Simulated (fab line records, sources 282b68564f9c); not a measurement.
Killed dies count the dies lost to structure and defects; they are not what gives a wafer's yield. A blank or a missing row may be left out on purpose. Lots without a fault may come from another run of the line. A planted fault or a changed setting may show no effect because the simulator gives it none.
Struck lot and sound lot, side by side / flow rit cmos / 15 out of 202 route steps
Sound: the wafers L741.1, L741.2, L741.6. Struck: wafer L734.3 (left out: L734.4, L734.5 of the same lot, which were not struck); the cause appears at the end.
Per side, at each step with rows, come the tool, then ch with its chambers, and then its first start. Under that, the readings that differ: sound wafers / struck wafers / difference of the means / sigmas: that difference in standard deviations of wafers without a fault.
alike: readings whose means differ by less than 2 such deviations, and words and numbers that are the same on both sides. not compared: withheld readings, readings that some wafer has no value for, bounds like >300 that may hide the same value, and numbers for which the record gives no deviation and whose values overlap.
The two part at a step that has a row with sigmas, a row that says differs or no value, or rows on one side only. When numbers do not overlap yet have no deviation, they are printed without sigmas and do not part them. A reading missing from all wafers of one side parts the sides only when that side holds two or more wafers.

RIT_GATE_THK_MEAS_07:
  sound: film metro-01 at day 5 06:35; struck: film metro-01 at day 3 20:04
  alike: GATE_OXIDE_THK
then, 1 step without rows for these wafers: RIT_GATE_CVD_08 (deposits poly-Si from SiH4, target thk 250 nm, time 2220 s).
RIT_GATE_THK_MEAS_09:
  sound: film metro-01 at day 5 08:16; struck: film metro-03 at day 3 21:44
  alike: GATE_POLY_THK
then, 6 steps without rows for these wafers: RIT_GATE_HMDS_10 (prime time 60 s); RIT_GATE_COAT_11 (resist thk 850 nm); RIT_GATE_SOFTBAKE_12 (time 60 s); RIT_GATE_EXPOSE_13 (exposes mask M6, target cd 150 nm); RIT_GATE_PEB_14; RIT_GATE_DEVELOP_15 (develop time 50 s).
RIT_GATE_CD_MEAS_16: the cd target is 150 nm.
  sound: cd sem-01 at day 5 09:18; struck: cd sem-01 at day 3 22:48
  alike: cd nm
RIT_GATE_OVL_MEAS_17:
  sound: overlay-02 at day 5 09:25; struck: overlay-02 at day 3 22:53
  alike: GATE_OVL
then, 1 step without rows for these wafers: RIT_GATE_HARDBAKE_18 (time 60 s).
RIT_GATE_ETCH_19: etches poly-Si in SF6/CHF3/O2, stops on SiO2, time 165 s, target depth 312.5 nm.
  sound on rie si-02 ch 1,3, day 5 09:36; struck on rie si-01 ch 3, day 3 23:04
reading=oes product au (a.u.); sound=0.860 0.810 0.808; struck=0.893; difference=+0.067; sigmas=+4
reading=model.NOVOLAK_of_GATE_COAT_11.thk nm (nm); sound=660.9 668.4 670.3; struck=675; difference=+8; sigmas=
  alike: CHF3_flow_sccm, drypump motor current A, he backside leak sccm, throttle valve pct
  not compared: rf hours counter h
RIT_GATE_STRIP_20: strips in O2, time 180 s.
  sound on plasma asher-04 ch 0,1, day 5 09:43; struck on plasma asher-01 ch 1, day 3 23:14
  alike: drypump motor current A
  not compared: rf hours counter h
RIT_M1_PROBE_99:
  sound: prober-01 at day 6 05:57; struck: prober-02 at day 4 19:10
  alike: killed at contacts, killed at front end, killed dies, killed on rim, killed open, killed short
  not compared: model.etest.poly comb over steps.leak log10 a um

== WHERE THEY PART ==
At RIT_GATE_ETCH_19 and nowhere else, as far as this record goes. Later steps at which nothing parts them and some readings are alike: RIT_GATE_STRIP_20, RIT_M1_PROBE_99.

WHY: whatever the simulator had introduced
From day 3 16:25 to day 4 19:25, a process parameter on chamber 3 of rie si-01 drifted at RIT_GATE_ETCH_19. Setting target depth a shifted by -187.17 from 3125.
